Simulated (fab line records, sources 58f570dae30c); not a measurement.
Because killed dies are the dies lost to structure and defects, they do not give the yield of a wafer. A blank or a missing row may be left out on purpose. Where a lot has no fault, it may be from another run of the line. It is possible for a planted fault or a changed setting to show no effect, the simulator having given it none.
A struck lot beside a sound one || flow berkeleyCmos170 || 15 out of 331 route steps
Sound: the wafers L887.2, L887.5, L887.6. Wafers L891.2, L891.4, L891.5 were the ones struck. At the end, the cause is stated.
Per side, at each step with rows, come the tool, then ch with its chambers, and then its first start. Under that, the readings that differ: sound wafers || struck wafers || difference of the means || sigmas: that difference in standard deviations of wafers without a fault.
alike: readings whose means differ by less than 2 such deviations, and words and numbers that are the same on both sides. not compared: withheld readings, readings that some wafer has no value for, bounds like >300 that may hide the same value, and numbers for which the record gives no deviation and whose values overlap.
Wherever a step has rows on one side only, a row that says differs or no value, or a row with sigmas, the two part there. Numbers that have no deviation but don't overlap get no sigmas and don't part them. A reading that every wafer of one side lacks parts them only if that side has two wafers or more.

UCB170_NVT_TW_MEAS_09:
  sound on filmMetro-03, day 5 21:02; struck on filmMetro-02, day 7 02:50
  alike: NVT_TW
then, 7 steps without rows for these wafers: UCB170_NVT_CLEAN_10 (cleans in SPM, time 600 s); UCB170_PVT_HMDS_00 (prime time 60 s); UCB170_PVT_COAT_01 (resist thk 900 nm); UCB170_PVT_SOFTBAKE_02 (time 60 s); UCB170_PVT_EXPOSE_03 (exposes mask NWELL, target cd 3000 nm); UCB170_PVT_PEB_04; UCB170_PVT_DEVELOP_05 (develop time 45 s).
UCB170_PVT_OVL_MEAS_06:
  sound on overlay-02, day 6 00:53; struck on overlay-02, day 7 05:02
  alike: PVT_OVL
after that, 1 step had no rows for these wafers: UCB170_PVT_IMPLANT_07.
UCB170_PVT_STRIP_08: strips in O2.
  sound on plasmaAsher-01 ch 0,1, day 6 01:04; struck on plasmaAsher-01 ch 0,1, day 7 05:13
  alike: drypumpMotorCurrentA, o2FlowSccm, oesProductAu, stripTimeToEndpointS
  not compared: rfHoursCounterH
UCB170_PVT_TW_MEAS_09:
  sound on filmMetro-03, day 6 01:10; struck on filmMetro-02, day 7 05:20
  alike: PVT_TW
UCB170_GATE_WET_ETCH_00: etches SiO2 in dHF, time 200 s.
  sound on wetBench-02 ch 3, day 6 01:17; struck on wetBench-02 ch 0, day 7 05:32
  no value came back on the struck wafers for bathHeatDutyPct (%), runLengthS (s), tempC (C), timeS (s); on the sound wafers bathHeatDutyPct (%) reads 7.0 7.3 6.6
{"reading": "model.SiO2_of_SCREENOX_OXIDATION_01.thkNm (nm)", "sound": "0 0 0", "struck": "14.43 14.5 14.62", "difference": "+14.52", "sigmas": ""}
UCB170_FIELD_THK_MEAS_91:
  sound on filmMetro-02, day 6 01:22; struck on filmMetro-03, day 7 05:37
{"reading": "FIELD_OXIDE_LEFT_2_THK (nm)", "sound": "359 340 337", "struck": "402 392 398", "difference": "+52", "sigmas": "+4"}
then, 1 step without rows for these wafers: UCB170_GATE_OXIDATION_01 (target thk 6.6 nm, ox time 1800 s).

WHERE THEY PART
First at UCB170_GATE_WET_ETCH_00; last, within this record, at UCB170_FIELD_THK_MEAS_91.

WHY: the cause the simulator had injected
Entire step skipped (wetBench-02, UCB170_GATE_WET_ETCH_00), from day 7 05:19 onward. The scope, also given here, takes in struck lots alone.
